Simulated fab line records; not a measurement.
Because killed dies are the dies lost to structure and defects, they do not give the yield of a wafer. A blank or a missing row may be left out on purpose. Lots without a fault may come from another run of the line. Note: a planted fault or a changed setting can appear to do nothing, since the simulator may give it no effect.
What tool caused it? ; flow berkeley_cmos170 ; 7 lots (21 wafers sampled), 1 step of a 331-step route

## WHAT THE GAUGES READ, wafer by wafer
UCB170_NSD_CD_MEAS_06 targets a cd of 1200 nm.
lot;measured;on;cd_nm (nm)
L751;day 7 02:04;cd_sem-01;1201.3 1201.2 1201.7
L759;day 8 15:52;cd_sem-02;1198.2 1198.1 1198.7
L760;day 9 17:44;cd_sem-02;1200.7 1200.8 1200.0
L762;day 9 18:20;cd_sem-02;1199.4 1200.0 1197.3
L767;day 10 04:44;cd_sem-01;1198.6 1197.8 1198.6
L770;day 10 23:14;cd_sem-02;1200.6 1200.4 1199.4
L773;day 11 20:02;cd_sem-02;1201.3 1199.1 1201.6

## WHICH TOOL RAN EACH LOT (tool, then ch and the chambers of the sampled wafers, then the start)
Before these readings, the record contains no process step.

## THE ANSWER, worked out from the rows above alone
Rule: the usual values come from the lots themselves. The widest of any qualifying gaps counts: lots, ordered by their means at a reading, are off when they make up no more than a third of the lots, leave a main group of 4 or more, and stand apart from it by 3 or more times the standard deviation of that group's means. A main group is skipped when, at the precision printed for the reading in the tables above, its means are all equal. A lot without any number at a reading at which 4 lots or more have one is off too. The other lots that the step has rows for count as sound.
Across all readings shown, no lot is off: no conclusion can be drawn from this.

## WHAT WAS PUT IN BY THE SIMULATOR
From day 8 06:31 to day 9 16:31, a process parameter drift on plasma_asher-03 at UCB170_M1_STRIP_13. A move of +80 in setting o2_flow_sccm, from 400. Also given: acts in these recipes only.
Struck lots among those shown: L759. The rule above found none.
